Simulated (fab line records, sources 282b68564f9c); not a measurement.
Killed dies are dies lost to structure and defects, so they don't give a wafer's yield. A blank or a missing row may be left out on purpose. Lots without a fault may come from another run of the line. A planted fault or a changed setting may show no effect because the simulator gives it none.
Split-lot experiment | flow rit_cmos | 5 lots, 23 wafers read, on a route of 202 steps

THE SPLIT
At RIT_NWELL_COAT_01 (resist thk 1300 nm), the setting resist_thk_nm was moved away from the recipe's 1300 nm on 10 of the 23 wafers read, by -4.6% to +6.0%. The other wafers ran this setting at the recipe's value.

FROM THE SPLIT TO THE READING: what the file shows between them, 3 steps
- RIT_NWELL_SOFTBAKE_02: time 60 s
- RIT_NWELL_EXPOSE_03: exposes mask M2, target cd 43900 nm
- RIT_NWELL_DEVELOP_05: develop time 68 s

THE READING
NOVOLAK_of_NWELL_COAT_01.thk_nm (the simulator's own value, which no gauge read), in nm, at RIT_NWELL_HARDBAKE_07 (time 120 s). The file gives no usual value for it. The 13 wafers here that ran the recipe average 1135 nm, standard deviation 3.5 nm.

wafer  | tool, chamber at the split | resist_thk_nm as run, nm | against the recipe | NOVOLAK_of_NWELL_COAT_01.thk_nm, nm | against lot-mates on the recipe
L074.1 | litho_track-03, 0          | 1277                     | -1.8%              | 1114                                | -16
L074.2 | litho_track-03, 0          | 1277                     | -1.8%              | 1109                                | -20
L074.3 | litho_track-03, 0          | 1300                     | recipe             | 1131                                | -
L074.5 | litho_track-03, 0          | 1277                     | -1.8%              | 1113                                | -16
L074.6 | litho_track-03, 0          | 1300                     | recipe             | 1128                                | -
L076.1 | litho_track-02, 0          | 1300                     | recipe             | 1132                                | -
L076.2 | litho_track-02, 0          | 1300                     | recipe             | 1134                                | -
L076.5 | litho_track-02, 0          | 1300                     | recipe             | 1134                                | -
L078.1 | litho_track-03, 0          | 1300                     | recipe             | 1137                                | -
L078.4 | litho_track-03, 0          | 1300                     | recipe             | 1137                                | -
L078.3 | litho_track-03, 0          | 1378                     | +6.0%              | 1203                                | +66
L078.5 | litho_track-03, 0          | 1378                     | +6.0%              | 1205                                | +68
L078.6 | litho_track-03, 0          | 1300                     | recipe             | 1138                                | -
L080.1 | litho_track-04, 0          | 1300                     | recipe             | 1137                                | -
L080.3 | litho_track-04, 0          | 1300                     | recipe             | 1134                                | -
L080.4 | litho_track-04, 0          | 1240                     | -4.6%              | 1085                                | -50
L080.5 | litho_track-04, 0          | 1240                     | -4.6%              | 1084                                | -52
L080.6 | litho_track-04, 0          | 1240                     | -4.6%              | 1082                                | -54
L082.1 | litho_track-04, 0          | 1345                     | +3.5%              | 1170                                | +31
L082.2 | litho_track-04, 0          | 1345                     | +3.5%              | 1178                                | +39
L082.4 | litho_track-04, 0          | 1300                     | recipe             | 1138                                | -
L082.5 | litho_track-04, 0          | 1300                     | recipe             | 1141                                | -
L082.6 | litho_track-04, 0          | 1300                     | recipe             | 1139                                | -

THE FIT
A straight line over all 23 wafers: NOVOLAK_of_NWELL_COAT_01.thk_nm changes by +11.4 nm for each +1% of resist_thk_nm; r = +0.99; the points scatter about the line by 3.4 nm.
The same after taking each lot's own level away (the mean of its wafers on the recipe; 23 wafers): +10.9 nm for each +1%; r = +1.00; scatter 2.3 nm.
On that fit, the largest move of resist_thk_nm shifts the reading by 66 nm.
The lots' own levels span 1129.5 to 1139.3 nm, that is 2.8 times the standard deviation above.
So the lot-to-lot level changes the slope little: the two slopes agree.
Check: with one of the wafers moved furthest among these (+6.0%) left out of the fit, the line predicts +65.4 nm for it against its lot-mates. It came out at +65.7 nm against them.

OTHER SPLITS ON THESE WAFERS
These wafers also went through other splits before the reading. Each is held against what the fit with the lots' levels taken away leaves over:
other split on the same wafers   | wafers away from the commonest value | r with NOVOLAK_of_NWELL_COAT_01.thk_nm (lot level and that fit taken away)
RIT_ACTIVE_COAT_06 resist_thk_nm | 8                                    | +0.17

THE WHOLE CHAIN: every reading that the file lists as answering this split, in the file's order
step                  | what it does       | reading                                                                          | change (the file's fit)              | r (the file's)
RIT_NWELL_COAT_01     | resist thk 1300 nm | NOVOLAK_of_NWELL_COAT_01.thk_nm (the simulator's own value, which no gauge read) | +12.7 nm for each +1% of the setting | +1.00
RIT_NWELL_HARDBAKE_07 | time 120 s         | NOVOLAK_of_NWELL_COAT_01.thk_nm (the simulator's own value, which no gauge read) | +10.9 nm for each +1% of the setting | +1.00

THE FILE'S OWN FIT
NOVOLAK_of_NWELL_COAT_01.thk_nm changes by +10.9 nm for each +1% of resist_thk_nm, r = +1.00.
